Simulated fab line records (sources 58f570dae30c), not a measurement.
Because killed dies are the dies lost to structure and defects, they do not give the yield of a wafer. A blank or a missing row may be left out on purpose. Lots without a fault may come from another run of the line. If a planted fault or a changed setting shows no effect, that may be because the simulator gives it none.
Which of the tools did it? -- flow berkeleyCmos170 -- 14 lots with 42 wafers sampled at 7 steps, on a route of 331 steps

== WHAT EACH GAUGE READ, for each wafer ==
UCB170_GATE_CD_MEAS_12: target cd 350 nm. Usual: cdNm reads 349.9 nm (standard deviation 1.3).
lot,measured,on,cdNm (nm),flag
L673,day 5 23:27,cdSem-02,350.5 350.1 349.9,
L675,day 5 23:36,cdSem-01,348.5 349.2 349.5,
L674,day 5 23:44,cdSem-01,348.4 349.3 350.0,
L677,day 6 14:52,cdSem-02,352.1 351.0 351.9,
L676,day 6 15:09,cdSem-01,349.7 348.0 348.5,
L681,day 8 06:18,cdSem-01,351.2 349.5 351.6,
L682,day 8 06:32,cdSem-02,349.6 347.9 349.4,
L689,day 9 07:42,cdSem-02,348.4 348.7 348.8,
L690,day 9 15:56,cdSem-01,348.0 350.3 349.3,
L691,day 9 16:10,cdSem-01,351.4 351.1 350.3,
L693,day 10 09:07,cdSem-02,349.6 349.0 348.3,
L692,day 10 09:22,cdSem-02,348.1 349.6 349.9,
L694,day 10 19:23,cdSem-02,350.8 350.5 351.0,
L696,day 11 09:36,cdSem-02,349.7 351.1 351.0,

UCB170_PSD_TW_MEAS_10. Usual: PSD_TW typically reads 2322, with standard deviation 14.
lot,measured,on,PSD_TW,flag
L673,day 6 09:37,filmMetro-03,2343 2320 2329,
L675,day 6 09:44,filmMetro-03,2340 2350 2341,
L674,day 6 09:53,filmMetro-04,2319 2321 2310,
L677,day 7 02:49,filmMetro-01,2326 2319 2313,
L676,day 7 03:07,filmMetro-03,2350 2350 2343,
L681,day 8 17:03,filmMetro-04,1935 1938 1929,OFF
L682,day 8 17:26,filmMetro-01,1931 1931 1932,OFF
L689,day 9 17:28,filmMetro-04,2309 2302 2305,
L690,day 10 05:53,filmMetro-03,2313 2340 2330,
L691,day 10 06:10,filmMetro-03,2325 2337 2324,
L693,day 10 21:19,filmMetro-04,2301 2299 2294,
L692,day 10 21:35,filmMetro-01,2316 2316 2319,
L694,day 11 04:53,filmMetro-01,2321 2313 2320,
L696,day 11 20:01,filmMetro-04,2312 2303 2308,

UCB170_NSD_OVL_MEAS_07. Usual: NSD_OVL typically reads -1 nm, with standard deviation 6.1.
lot,measured,on,NSD_OVL (nm),flag
L673,day 6 10:49,overlay-02,7 12 5,
L675,day 6 11:24,overlay-02,-2 4 8,
L674,day 6 11:38,overlay-02,3 -6 -7,
L677,day 7 04:13,overlay-02,-3 1 3,
L676,day 7 04:25,overlay-02,13 11 3,
L681,day 8 18:31,overlay-02,9 5 4,
L682,day 8 18:52,overlay-02,-1 3 -3,
L689,day 9 19:21,overlay-02,-4 -4 7,
L690,day 10 08:37,overlay-01,-8 -16 -6,
L691,day 10 08:53,overlay-02,-11 3 -7,
L693,day 10 23:03,overlay-01,0 -3 -8,
L692,day 10 23:10,overlay-02,7 1 -1,
L694,day 11 08:53,overlay-01,-9 -3 -1,
L696,day 11 22:43,overlay-02,-7 -4 -9,

UCB170_SDANNEAL_RS_MEAS_02: the measuring method here is four-point-probe. Usual: PSD_RS typically reads 75.52 ohm/sq, with standard deviation 0.3.
lot,measured,on,PSD_RS (ohm/sq),flag
L673,day 6 12:14,filmMetro-03,75.81 75.83 75.99,
L675,day 6 13:05,filmMetro-04,75.31 75.28 75.48,
L674,day 6 15:43,filmMetro-03,75.61 75.61 75.53,
L677,day 7 05:46,filmMetro-01,76.12 75.81 76.25,
L676,day 7 05:59,filmMetro-04,75.14 75.47 75.38,
L681,day 8 20:05,filmMetro-03,114.36 113.48 114.12,OFF
L682,day 8 20:17,filmMetro-04,113.66 114.00 114.02,OFF
L689,day 9 21:33,filmMetro-01,75.95 75.91 75.77,
L690,day 10 10:26,filmMetro-04,75.99 75.69 75.68,
L691,day 10 10:27,filmMetro-03,75.58 75.44 75.77,
L693,day 11 00:51,filmMetro-01,75.74 75.74 76.00,
L692,day 11 00:49,filmMetro-04,75.45 75.57 75.46,
L694,day 11 10:34,filmMetro-04,75.31 75.20 75.37,
L696,day 12 00:13,filmMetro-04,75.59 75.13 75.42,

== WHICH TOOL RAN EACH LOT (tool, then ch and the chambers of the sampled wafers, then the start) ==
lot,UCB170_GATE_STRIP_16,UCB170_PSD_IMPLANT_08,UCB170_PSD_STRIP_09
L673,"plasmaAsher-04 ch 0,1, day 5 23:41","implanter-01 ch 0, day 6 09:23","plasmaAsher-04 ch 0,1, day 6 09:31"
L675,"plasmaAsher-03 ch 0,1, day 5 23:50","implanter-02 ch 0, day 6 09:30","plasmaAsher-02 ch 0,1, day 6 09:38"
L674,"plasmaAsher-04 ch 0,1, day 5 23:57","implanter-03 ch 0, day 6 09:40","plasmaAsher-01 ch 0,1, day 6 09:47"
L677,"plasmaAsher-03 ch 0,1, day 6 15:07","implanter-03 ch 0, day 7 02:34","plasmaAsher-02 ch 0,1, day 7 02:43"
L676,"plasmaAsher-04 ch 0,1, day 6 15:23","implanter-01 ch 0, day 7 02:52","plasmaAsher-01 ch 1, day 7 03:00"
L681,"plasmaAsher-01 ch 0,1, day 8 06:32","implanter-01 ch 0, day 8 16:48","plasmaAsher-04 ch 0,1, day 8 16:57"
L682,"plasmaAsher-03 ch 0,1, day 8 06:47","implanter-01 ch 0, day 8 17:11","plasmaAsher-04 ch 0,1, day 8 17:20"
L689,"plasmaAsher-03 ch 0,1, day 9 07:55","implanter-02 ch 0, day 9 17:13","plasmaAsher-01 ch 0,1, day 9 17:21"
L690,"plasmaAsher-04 ch 0, day 9 16:10","implanter-02 ch 0, day 10 05:39","plasmaAsher-01 ch 0,1, day 10 05:47"
L691,"plasmaAsher-03 ch 0, day 9 16:24","implanter-03 ch 0, day 10 05:56","plasmaAsher-04 ch 1, day 10 06:03"
L693,"plasmaAsher-04 ch 0,1, day 10 09:21","implanter-03 ch 0, day 10 21:05","plasmaAsher-02 ch 0, day 10 21:12"
L692,"plasmaAsher-03 ch 0,1, day 10 09:35","implanter-02 ch 0, day 10 21:21","plasmaAsher-04 ch 0,1, day 10 21:29"
L694,"plasmaAsher-03 ch 1, day 10 19:37","implanter-02 ch 0, day 11 04:39","plasmaAsher-02 ch 0,1, day 11 04:47"
L696,"plasmaAsher-01 ch 0,1, day 11 09:50","implanter-01 ch 0, day 11 19:47","plasmaAsher-04 ch 0,1, day 11 19:56"
- UCB170_GATE_STRIP_16: strips in O2.
- UCB170_PSD_IMPLANT_08
- UCB170_PSD_STRIP_09: strips in O2.

== WHAT THE TOOLS THEMSELVES READ (means of the sampled wafers that have a number; where no wafer has one, the mark that the record gives instead) ==
UCB170_GATE_STRIP_16. Usual: chamberPressureMTorr 3499.8 mTorr, standard deviation 3; drypumpMotorCurrentA 5.47 A, standard deviation 0.12; oesProductAu 0.724 a.u., standard deviation 0.0047.
lot,tool,chamberPressureMTorr (mTorr),drypumpMotorCurrentA (A),oesProductAu (a.u.),flag
L673,plasmaAsher-04,3500.3,5.39,0.726,
L675,plasmaAsher-03,3500.3,5.55,0.724,
L674,plasmaAsher-04,3501.7,5.44,0.726,
L677,plasmaAsher-03,3502.3,5.53,0.722,
L676,plasmaAsher-04,3499.7,5.44,0.722,
L681,plasmaAsher-01,3499.2,5.34,0.724,
L682,plasmaAsher-03,3499.1,5.55,0.726,
L689,plasmaAsher-03,3499.2,5.61,0.725,
L690,plasmaAsher-04,3496.9,5.36,0.726,
L691,plasmaAsher-03,3497.9,5.64,0.722,
L693,plasmaAsher-04,3499.6,5.42,0.720,
L692,plasmaAsher-03,3501.0,5.57,0.722,
L694,plasmaAsher-03,3499.0,5.47,0.725,
L696,plasmaAsher-01,3500.0,5.30,0.725,

UCB170_PSD_IMPLANT_08. Usual: doseIonsCm2 3.001e+15, standard deviation 3.3e+12; endStationPressureTorr 1.25e-05 Torr, standard deviation 5.7e-07; faradayCurrentUA 9265, standard deviation 190.
lot,tool,doseIonsCm2,endStationPressureTorr (Torr),faradayCurrentUA,flag
L673,implanter-01,3.003e+15,1.25e-05,9237,
L675,implanter-02,3.002e+15,1.21e-05,9068,
L674,implanter-03,3.000e+15,1.28e-05,9105,
L677,implanter-03,3.001e+15,1.22e-05,9206,
L676,implanter-01,3.000e+15,1.26e-05,9287,
L681,implanter-01,1.655e+15,9.47e-06,5172,OFF
L682,implanter-01,1.651e+15,8.90e-06,5226,OFF
L689,implanter-02,3.001e+15,1.23e-05,9247,
L690,implanter-02,3.005e+15,1.27e-05,9318,
L691,implanter-03,3.005e+15,1.27e-05,9248,
L693,implanter-03,3.001e+15,1.21e-05,9365,
L692,implanter-02,3.005e+15,1.24e-05,9445,
L694,implanter-02,3.003e+15,1.26e-05,9396,
L696,implanter-01,2.994e+15,1.34e-05,9303,

UCB170_PSD_STRIP_09. Usual: chamberPressureMTorr 3500 mTorr, standard deviation 3.3; drypumpMotorCurrentA 5.6 A, standard deviation 0.42; oesProductAu 0.600 a.u., standard deviation 0.0049; stripTimeToEndpointS 29.37 s, standard deviation 0.074.
lot,tool,chamberPressureMTorr (mTorr),drypumpMotorCurrentA (A),oesProductAu (a.u.),stripTimeToEndpointS (s),flag
L673,plasmaAsher-04,3501,5.4,0.604,29.33,
L675,plasmaAsher-02,3499,6.0,0.600,29.39,
L674,plasmaAsher-01,3498,5.3,0.602,29.35,
L677,plasmaAsher-02,3499,6.0,0.603,29.28,
L676,plasmaAsher-01,3498,5.2,0.594,29.46,
L681,plasmaAsher-04,3503,5.5,0.690,23.58,OFF
L682,plasmaAsher-04,3501,5.4,0.694,23.49,OFF
L689,plasmaAsher-01,3498,5.4,0.599,29.27,
L690,plasmaAsher-01,3499,5.4,0.604,29.37,
L691,plasmaAsher-04,3501,5.5,0.602,29.38,
L693,plasmaAsher-02,3500,6.5,0.597,29.37,
L692,plasmaAsher-04,3499,5.4,0.598,29.44,
L694,plasmaAsher-02,3503,6.3,0.602,29.47,
L696,plasmaAsher-04,3498,5.4,0.603,29.40,

== THE ANSWER, worked out from the rows above alone ==
Rule: take the mean of a lot's wafers that have a number; if it is more than 3 standard deviations from the usual mean, the lot is off. A lot without any number at a reading at which 4 lots or more have one is off too. Where the step has rows for the other lots, those lots are counted as sound. First the gauges in route order, then the tools' own readings, where a lot's mean is used as printed above. At the first step where some lot is off, the reading lying furthest off is the one used; lots without a number count as furthest.
Off: at UCB170_PSD_TW_MEAS_10 (PSD_TW), L681, L682.
A tool fits if, at a process step before that reading, it ran every lot that is off, and no sound lot after the first of them. Not tried: the gauges at UCB170_PSD_TW_MEAS_10; whatever is off there is also off at UCB170_PSD_IMPLANT_08, on other tools, and gauge error can't account for it. Of those tried, none fits.

== WHAT HAD BEEN PUT IN BY THE SIMULATOR ==
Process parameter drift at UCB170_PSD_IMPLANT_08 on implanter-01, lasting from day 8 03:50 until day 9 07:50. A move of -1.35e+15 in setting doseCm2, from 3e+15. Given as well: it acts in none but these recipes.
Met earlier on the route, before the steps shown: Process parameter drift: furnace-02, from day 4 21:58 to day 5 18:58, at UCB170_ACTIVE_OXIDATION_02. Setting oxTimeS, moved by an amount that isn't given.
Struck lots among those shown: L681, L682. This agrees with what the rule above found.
